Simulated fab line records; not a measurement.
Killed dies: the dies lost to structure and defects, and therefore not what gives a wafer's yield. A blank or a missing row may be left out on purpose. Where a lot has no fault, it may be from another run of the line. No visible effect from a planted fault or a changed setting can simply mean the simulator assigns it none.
Check of tool commonality -- flow berkeley-cmos170 -- 13 lots and 39 wafers in the sample

## REASON IT WAS OPENED
Of 13 lots, 2 have the reading NVT_TW flagged at UCB170_NVT_TW_MEAS_09. Wafers without a fault read 525.5, standard deviation 2.2.
Rule: a lot is flagged in two cases, either no wafer of it has a number, or all its wafers with numbers fall more than 4 standard deviations from that mean. All remaining lots are regarded as sound.

lot,measured,on,"NVT_TW, wafer by wafer",flag
L188,day 6 20:41,film-metro-03,523.9 524.3 527.0,
L187,day 6 20:56,film-metro-03,526.0 527.8 527.8,
L190,day 7 04:01,film-metro-03,527.1 525.7 527.3,
L191,day 7 04:11,film-metro-02,525.8 528.5 526.1,
L192,day 7 04:22,film-metro-02,528.2 527.7 529.6,
L189,day 7 04:38,film-metro-04,524.6 522.4 524.3,
L202,day 9 17:49,film-metro-03,558.0 559.9 559.9,FLAGGED
L201,day 9 17:55,film-metro-03,557.0 558.6 559.2,FLAGGED
L204,day 10 09:58,film-metro-02,523.9 523.6 523.3,
L205,day 10 10:22,film-metro-03,520.0 523.4 520.5,
L208,day 11 00:38,film-metro-02,524.3 521.5 526.7,
L207,day 11 00:45,film-metro-03,524.2 523.3 523.6,
L210,day 11 12:16,film-metro-03,524.5 525.3 527.8,
Average over the flagged lots: 558.8; offset from the usual +33.3, equal to +15 standard deviations.

## LOT BY LOT: THE TOOL USED
Before the reading, the record contains 2 process steps out of a 331-step route. Read each cell as the tool, then ch plus the chambers that the sampled wafers visited, then the start.
lot,flag,UCB170_NVT_IMPLANT_07,UCB170_NVT_STRIP_08
L188,,"implanter-03 ch 0, day 6 20:26","plasma-asher-02 ch 0, day 6 20:35"
L187,,"implanter-01 ch 0, day 6 20:41","plasma-asher-03 ch 0,1, day 6 20:49"
L190,,"implanter-01 ch 0, day 7 03:46","plasma-asher-03 ch 0,1, day 7 03:55"
L191,,"implanter-01 ch 0, day 7 03:56","plasma-asher-03 ch 0,1, day 7 04:05"
L192,,"implanter-03 ch 0, day 7 04:08","plasma-asher-02 ch 0,1, day 7 04:15"
L189,,"implanter-01 ch 0, day 7 04:24","plasma-asher-02 ch 1, day 7 04:32"
L202,FLAGGED,"implanter-01 ch 0, day 9 17:29","plasma-asher-01 ch 0,1, day 9 17:37"
L201,FLAGGED,"implanter-01 ch 0, day 9 17:40","plasma-asher-02 ch 1, day 9 17:49"
L204,,"implanter-04 ch 0, day 10 09:45","plasma-asher-02 ch 0,1, day 10 09:53"
L205,,"implanter-03 ch 0, day 10 10:09","plasma-asher-02 ch 0,1, day 10 10:17"
L208,,"implanter-04 ch 0, day 11 00:24","plasma-asher-01 ch 0,1, day 11 00:31"
L207,,"implanter-03 ch 0, day 11 00:31","plasma-asher-02 ch 0, day 11 00:38"
L210,,"implanter-04 ch 0, day 11 12:01","plasma-asher-02 ch 0,1, day 11 12:10"
What the steps here do:
- UCB170_NVT_IMPLANT_07
- UCB170_NVT_STRIP_08: strips in O2.
- UCB170_NVT_TW_MEAS_09

## FLAGGED OVER TOTAL, TOOL BY TOOL (the gauges that took the reading come last)
step,tool,lots run,flagged,share of the flagged lots,sound lots run after its first flagged lot
UCB170_NVT_IMPLANT_07,implanter-01,6,2,all,0
UCB170_NVT_IMPLANT_07,implanter-03,4,0,none,-
UCB170_NVT_IMPLANT_07,implanter-04,3,0,none,-
UCB170_NVT_STRIP_08,plasma-asher-01,2,1,some,1 (L208)
UCB170_NVT_STRIP_08,plasma-asher-02,8,1,some,"4 (L204,L205,L207,L210)"
UCB170_NVT_STRIP_08,plasma-asher-03,3,0,none,-
UCB170_NVT_TW_MEAS_09,film-metro-02,4,0,none,-
UCB170_NVT_TW_MEAS_09,film-metro-03,8,2,all,"3 (L205,L207,L210)"
UCB170_NVT_TW_MEAS_09,film-metro-04,1,0,none,-

## WHAT THE TABLE PERMITS
Rows of the table that ran all the flagged lots, 2 in number: implanter-01 at UCB170_NVT_IMPLANT_07; film-metro-03 at UCB170_NVT_TW_MEAS_09.
- implanter-01 at UCB170_NVT_IMPLANT_07 ran 6 lots, 2 of them flagged. Its last sound lot is L189 (day 7 04:24), its first flagged lot L202 (day 9 17:29): a fault that began between those two fits. Its own readings lie more than 4 standard deviations out on every wafer of the flagged lots: beam-on-s, faraday-current-uA.
- film-metro-03 at UCB170_NVT_TW_MEAS_09 ran 8 lots, 2 of them flagged. Lots that were sound ran on it after the first flagged one (L205, L207, L210); a persistent fault on the entire tool would not allow that.
implanter-01 at UCB170_NVT_IMPLANT_07 is the single tool remaining.

## WHAT THE SIMULATOR HAD PUT IN
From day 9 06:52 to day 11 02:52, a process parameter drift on implanter-01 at UCB170_NVT_IMPLANT_07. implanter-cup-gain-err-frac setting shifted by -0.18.
Lots struck among those shown: L202, L201. The rule given above showed the same thing.
